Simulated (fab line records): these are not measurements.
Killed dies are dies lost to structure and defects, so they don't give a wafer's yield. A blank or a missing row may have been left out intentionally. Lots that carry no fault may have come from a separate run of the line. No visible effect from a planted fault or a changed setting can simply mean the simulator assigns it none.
fab line records -- flow berkeleyCmos170
record: lots: 6, wafers: 18, lastDay: 11
route steps=331 shown CONTACT@222
lots with no fault: from the same line, run without faults
startH: start of the lot's first displayed wafer, in hours after the record's first day -- waitH: how many hours have passed since the lot's step before this one -- " unchanged from the row above -- L1.1+2: several wafers, shown together as one row -- - either no value or no given start -- * or withheld: withheld -- < > ~ a bound
route shown NAME@n: a module of which the file shows steps, and the number in the route of the first -- usual: mean/standard deviation of fault-free wafers -- same: alike in all rows -- chamber/n: place in a boat -- sites: the reading at each site -- _std_site: the standard deviation of these -- _edge_site: mean of outer sites minus mean of inner sites -- radiusMm: for every site, how far away it sits from the centre of the wafer -- mask NAME#n: copy n -- behind: the last tool/chamber to shape the wafer -- hold: cause of the lot's hold/its duration in hours/its outcome -- device: transistor that didn't switch, given as n, p or np -- end of line: the same wafers' tests at the end of the route -- a step with no rows: only its recipe -- killed: at the first sort, the dies lost to defects and structure; wafer yield is something else -- map: shows each die of a wafer: x if killed, . if not, _ if none is there
set.NAME: the setting the step ran with; set.NAME@STEP: the setting that earlier step ran with -- model.NAME: the simulator's own value behind a step, which no gauge read
certain route steps with their lots: each step a table, each wafer a row
services: a tool's chamber out of use, with start hour (startH, from the record's first day; less than 0 if before it), hours out, and reason
== steps ==
step: UCB170_CONTACT_STRIP_06
recipe: chemistry: O2, powerW: 400, pressureMtorr: 3500, platenTempC: withheld, o2FlowSccm: 400, overashFraction: 0.5
usual: drypumpMotorCurrentA: 5.6/0.55, oesProductAu: 0.734/0.0043, stripTimeToEndpointS: 21.96/0.054
lot.wafer,tool,chamber,startH,waitH,drypumpMotorCurrentA,oesProductAu,rfHoursCounterH,stripTimeToEndpointS
L738.2,plasmaAsher-04,0,158.52,0.1,4.6,0.730,46,21.98
L738.4,plasmaAsher-04,1,158.52,0.1,5.3,0.734,-,21.91
L738.6,plasmaAsher-04,1,158.52,0.1,5.3,0.737,-,21.92
L746.1,plasmaAsher-03,0,206.95,0.1,6.1,0.729,43,21.96
L746.2,plasmaAsher-03,1,206.95,0.1,5.6,0.735,43,21.92
L746.6,plasmaAsher-03,1,206.95,0.1,5.6,0.720,-,21.96
L749.1,plasmaAsher-04,1,207.03,0.1,5.3,0.725,51,21.95
L749.2,plasmaAsher-04,0,207.03,0.1,4.6,0.743,51,21.95
L749.4,plasmaAsher-04,0,207.03,0.1,4.7,0.748,-,21.96
L747.1,plasmaAsher-03,1,207.85,0.1,5.6,0.731,43,22.01
L747.3,plasmaAsher-03,1,207.85,0.1,5.6,0.738,-,22.03
L747.6,plasmaAsher-03,1,207.85,0.1,5.6,0.731,-,21.98
L751.2,plasmaAsher-04,0,222.29,0.1,4.6,0.733,53,22.06
L751.4,plasmaAsher-04,0,222.29,0.1,4.6,0.737,-,21.97
L751.6,plasmaAsher-04,0,222.29,0.1,4.6,0.735,-,22.07
L757.1,plasmaAsher-02,1,246.88,0.1,6.2,0.733,16,21.88
L757.3,plasmaAsher-02,0,246.88,0.1,5.8,0.731,-,21.85
L757.6,plasmaAsher-02,0,246.88,0.1,5.8,0.727,-,21.93
step: UCB170_CONTACT_CLEAN_07
recipe: chemistry: SPM, tempC: 120, timeS: 600
step: UCB170_CONTACT_RTA_08
recipe: tempC: 900, timeS: 10, ambient: N2
usual: lampPowerPct: 23.4/1.5, wafer_temp_C_max: 904.5/1.3
lot.wafer,tool,chamber,startH,waitH,lampPowerPct,wafer_temp_C_max
L738.2,rtpAnneal-02,0,158.88,0.0,22.2,902.8
L738.4,rtpAnneal-02,0,158.88,0.0,22.2,906.1
L738.6,rtpAnneal-02,0,158.88,0.0,22.2,905.1
L746.1,rtpAnneal-01,0,207.24,0.0,25.2,902.7
L746.2,rtpAnneal-01,0,207.24,0.0,25.1,905.5
L746.6,rtpAnneal-01,0,207.24,0.0,25.2,903.8
L749.1,rtpAnneal-02,0,207.30,0.0,22.2,905.1
L749.2,rtpAnneal-02,0,207.30,0.0,22.3,904.8
L749.4,rtpAnneal-02,0,207.30,0.0,22.2,906.8
L747.1,rtpAnneal-01,0,208.14,0.0,25.2,902.8
L747.3,rtpAnneal-01,0,208.14,0.0,25.2,903.8
L747.6,rtpAnneal-01,0,208.14,0.0,25.2,903.2
L751.2,rtpAnneal-01,0,222.74,0.0,25.2,903.4
L751.4,rtpAnneal-01,0,222.74,0.0,25.2,902.7
L751.6,rtpAnneal-01,0,222.74,0.0,25.2,903.3
L757.1,rtpAnneal-02,0,249.68,0.0,22.2,904.6
L757.3,rtpAnneal-02,0,249.68,0.0,22.2,906.5
L757.6,rtpAnneal-02,0,249.68,0.0,22.2,906.5
step: UCB170_CONTACT_COAT_09
recipe: resist: BARC, tempC: withheld, timeS: withheld, spinRpm: 3000, resistThkNm: withheld
step: UCB170_CONTACT_COAT_10
recipe: resist: KrF, spinRpm: 1500, resistThkNm: 900
step: UCB170_CONTACT_SOFTBAKE_11
recipe: resist: KrF, tempC: 130, timeS: 60
step: UCB170_CONTACT_EXPOSE_12
recipe: maskId: CONT, targetCdNm: 700, na: 0.5, sigmaOuter: 0.6, sourceShape: conventional, doseMj: 35
step: UCB170_CONTACT_PEB_13
recipe: pebTempC: 130, pebTimeS: withheld, resist: KrF
step: UCB170_CONTACT_DEVELOP_14
recipe: developer: TMAH, developTimeS: 45, resist: KrF, devTempC: 21
step: UCB170_CONTACT_CD_MEAS_15
recipe: targetCdNm: 700
usual: cdNm: 700.0/1.3
lot.wafer,tool,chamber,startH,waitH,cdNm
L738.2,cdSem-01,-,160.72,-,699.7
L738.4,cdSem-01,-,160.72,-,699.4
L738.6,cdSem-01,-,160.72,-,702.2
L746.1,cdSem-01,-,208.46,-,702.2
L746.2,cdSem-01,-,208.46,-,701.5
L746.6,cdSem-01,-,208.46,-,701.5
L749.1,cdSem-01,-,209.00,-,700.3
L749.2,cdSem-01,-,209.00,-,700.6
L749.4,cdSem-01,-,209.00,-,698.7
L747.1,cdSem-01,-,209.61,-,701.8
L747.3,cdSem-01,-,209.61,-,701.1
L747.6,cdSem-01,-,209.61,-,700.4
L751.2,cdSem-02,-,223.80,-,700.2
L751.4,cdSem-02,-,223.80,-,699.3
L751.6,cdSem-02,-,223.80,-,698.8
L757.1,cdSem-02,-,251.77,-,699.5
L757.3,cdSem-02,-,251.77,-,697.2
L757.6,cdSem-02,-,251.77,-,697.9
step: UCB170_CONTACT_OVL_MEAS_16
usual: CONTACT_OVL: -3/6.1
lot.wafer,tool,chamber,startH,waitH,CONTACT_OVL[nm]
L738.2,overlay-02,-,160.82,0.1,-9
L738.4,overlay-02,-,160.82,0.1,5
L738.6,overlay-02,-,160.82,0.1,-6
L746.1,overlay-02,-,208.58,0.1,-9
L746.2,overlay-02,-,208.58,0.1,-7
L746.6,overlay-02,-,208.58,0.1,-9
L749.1,overlay-01,-,209.12,0.1,3
L749.2,overlay-01,-,209.12,0.1,8
L749.4,overlay-01,-,209.12,0.1,9
L747.1,overlay-02,-,209.73,0.1,-8
L747.3,overlay-02,-,209.73,0.1,-3
L747.6,overlay-02,-,209.73,0.1,-7
L751.2,overlay-02,-,223.91,0.1,-3
L751.4,overlay-02,-,223.91,0.1,-11
L751.6,overlay-02,-,223.91,0.1,-11
L757.1,overlay-01,-,251.89,0.1,8
L757.3,overlay-01,-,251.89,0.1,2
L757.6,overlay-01,-,251.89,0.1,0
step: UCB170_CONTACT_ETCH_17
recipe: chemistry: N2/H2, targetDepthA: withheld, overetchA: withheld, target: BARC, timeS: withheld, sourceW: 500, biasW: 100, pressureMtorr: 30, n2FlowSccm: 100, h2FlowSccm: 200
usual: drypumpMotorCurrentA: 6.1/0.46, oesProductAu: 1.006/0.016, throttleValvePct: 13.39/0.19
lot.wafer,tool,chamber,startH,waitH,drypumpMotorCurrentA,oesProductAu,throttleValvePct
L738.2,rieDiel-02,1,160.85,0.0,6.4,1.019,13.28
L738.4,rieDiel-02,2,160.85,0.0,6.1,1.026,13.62
L738.6,rieDiel-02,1,160.85,0.0,6.4,1.021,13.28
L746.1,rieDiel-02,3,208.62,0.0,6.5,1.012,13.30
L746.2,rieDiel-02,0,208.62,0.0,5.8,0.988,13.49
L746.6,rieDiel-02,3,208.62,0.0,6.5,1.012,13.30
L749.1,rieDiel-04,1,209.16,0.0,5.6,0.967,13.26
L749.2,rieDiel-04,3,209.16,0.0,5.4,1.034,13.30
L749.4,rieDiel-04,2,209.16,0.0,6.6,0.993,13.46
L747.1,rieDiel-02,1,209.76,0.0,6.4,1.025,13.29
L747.3,rieDiel-02,0,209.76,0.0,5.8,0.995,13.49
L747.6,rieDiel-02,1,209.76,0.0,6.4,1.026,13.29
L751.2,rieDiel-03,2,223.94,0.0,6.6,1.018,13.58
L751.4,rieDiel-03,3,223.94,0.0,6.1,1.004,12.89
L751.6,rieDiel-03,1,223.94,0.0,5.2,1.011,13.61
L757.1,rieDiel-04,3,251.92,0.0,5.4,1.029,13.32
L757.3,rieDiel-04,0,251.92,0.0,5.5,1.003,13.47
L757.6,rieDiel-04,0,251.92,0.0,5.5,1.002,13.45
step: UCB170_CONTACT_ETCH_18
recipe: chemistry: CHF3/CF4/Ar, target: PSG, stopOn: TiSi2, CHF3_flow_sccm: 45, cf4FlowSccm: 15, Ar_flow_sccm: 150, pressureMtorr: 200, rfW: 700, targetDepthA: 8400, overEtchFrac: 0.2, timeS: 195
usual: drypumpMotorCurrentA: 6.0/0.46, oesProductAu: 0.903/0.013, throttleValvePct: 7.00/0.13
lot.wafer,tool,chamber,startH,waitH,drypumpMotorCurrentA,oesProductAu,rfHoursCounterH,throttleValvePct,model.CONTACT.featureDepthNm,model.etch.depthNm,model.KrF_of_CONTACT_COAT_10.thkNm
L738.2,rieDiel-02,1,160,-,6.4,0.931,55,6.87,714.1,714.1,697
L738.4,rieDiel-02,2,160,-,6.1,0.907,42,7.19,708.8,708.8,689.9
L738.6,rieDiel-02,1,160,-,6.5,0.932,-,6.86,711.8,711.8,692
L746.1,rieDiel-02,3,208,-,6.5,0.776,86,6.92,542.9,542.9,760.2
L746.2,rieDiel-02,0,208,-,5.9,0.767,130,7.05,537.1,537.1,761.4
L746.6,rieDiel-02,3,208,-,6.5,0.772,-,6.94,535.6,535.6,759.3
L749.1,rieDiel-04,1,209,-,5.6,0.886,43,6.92,691.7,691.7,692.3
L749.2,rieDiel-04,3,209,-,5.4,0.905,26,6.96,689.8,689.8,688.9
L749.4,rieDiel-04,2,209,-,6.6,0.889,128,7.03,689.2,689.2,690.8
L747.1,rieDiel-02,1,209,-,6.5,0.793,57,6.87,528.7,528.7,763.9
L747.3,rieDiel-02,0,209,-,5.8,0.783,130,7.05,541.1,541.1,762.2
L747.6,rieDiel-02,1,209,-,6.4,0.791,-,6.87,535,535,760.3
L751.2,rieDiel-03,2,223,-,6.6,0.904,68,7.10,692.1,692.1,690.4
L751.4,rieDiel-03,3,223,-,6.1,0.901,115,6.69,691.7,691.7,691
L751.6,rieDiel-03,1,224,-,5.2,0.899,-,7.17,687.1,687.1,690.6
L757.1,rieDiel-04,3,251,-,5.4,0.913,28,6.95,686.9,686.9,689.7
L757.3,rieDiel-04,0,251,-,5.6,0.896,22,7.01,687.3,687.3,694.5
L757.6,rieDiel-04,0,252,-,5.6,0.898,-,7.01,684.9,684.9,695.2
step: UCB170_CONTACT_STRIP_19
recipe: chemistry: O2, powerW: 400, pressureMtorr: 3500, platenTempC: withheld, o2FlowSccm: 400, overashFraction: 0.5
usual: drypumpMotorCurrentA: 5.6/0.57, oesProductAu: 0.726/0.005
lot.wafer,tool,chamber,startH,waitH,drypumpMotorCurrentA,oesProductAu,rfHoursCounterH
L738.2,plasmaAsher-04,1,161.02,-,5.2,0.735,46
L738.4,plasmaAsher-04,0,161.02,-,4.6,0.721,-
L738.6,plasmaAsher-04,0,161.02,-,4.6,0.728,-
L746.1,plasmaAsher-02,1,208.78,-,6.3,0.723,11
L746.2,plasmaAsher-02,0,208.78,-,5.8,0.728,11
L746.6,plasmaAsher-02,0,208.78,-,5.8,0.727,-
L749.1,plasmaAsher-02,1,209.33,-,6.3,0.727,11
L749.2,plasmaAsher-02,0,209.33,-,5.8,0.730,11
L749.4,plasmaAsher-02,0,209.33,-,5.8,0.729,-
L747.1,plasmaAsher-04,1,209.93,-,5.3,0.726,51
L747.3,plasmaAsher-04,0,209.93,-,4.6,0.722,-
L747.6,plasmaAsher-04,1,209.93,-,5.2,0.735,-
L751.2,plasmaAsher-04,0,224.11,-,4.6,0.730,54
L751.4,plasmaAsher-04,1,224.11,-,5.3,0.725,-
L751.6,plasmaAsher-04,0,224.11,-,4.6,0.732,-
L757.1,plasmaAsher-03,1,252.09,-,5.6,0.734,49
L757.3,plasmaAsher-03,0,252.09,-,6.1,0.731,-
L757.6,plasmaAsher-03,0,252.09,-,6.1,0.728,-
== services ==
tool,chamber,startH,hours,kind
rieDiel-03,3,138.22,5.9,repair
rieDiel-03,2,149.25,5.5,repair
rieDiel-03,0,152.20,10.0,repair
plasmaAsher-04,-,174.07,3.2,repair
rieDiel-03,0,190.45,-,clean
rieDiel-03,0,190.45,11.7,scheduledDown
rieDiel-03,0,190.45,11.7,ventCycle
rieDiel-03,-,207.88,3.7,repair
rieDiel-04,1,236.38,4.0,repair
rieDiel-03,1,240.79,5.6,repair
== key ==
firstSign: step: UCB170_CONTACT_ETCH_18, reading: oesProductAu, direction: down, sigmas: 9.3, usual: 0.903, struck: 0.781
effect none on later readings
modelEffect: step: UCB170_CONTACT_ETCH_18, value: CONTACT.featureDepthNm, without: 701.5, struck: 536.7
metAt UCB170_CONTACT_ETCH_18
struckWafers L746.1,L746.2,L746.6,L747.1,L747.3,L747.6
laterRowsLeftOut L746.1,L746.2,L746.6,L747.1,L747.3,L747.6
sortLeftOut L746.1,L746.2,L746.6,L747.1,L747.3,L747.6
testerLeftOut L746,L747
onsetBetween 160 208
fault: kind: processParameterDrift, tool: rieDiel-02, chamber: -, onsetH: 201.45, steps: UCB170_CONTACT_ETCH_18, channel: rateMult, offset: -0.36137, shape: step, endH: 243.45
testerLeftOut: of these lots the tester's yield and bins aren't shown, on N5 and GAA mostly nor the transistor test; their killed dies are dies lost to structure and defects alone, not to doping, threshold or leakage, so they don't give the yield
sortLeftOut: the simulated sort isn't trusted on such a fault, so these wafers' sort isn't shown, and their yield isn't known
laterRowsLeftOut: the simulator's readings of these wafers behind a module that went badly wrong aren't trusted and aren't shown, but for the sort
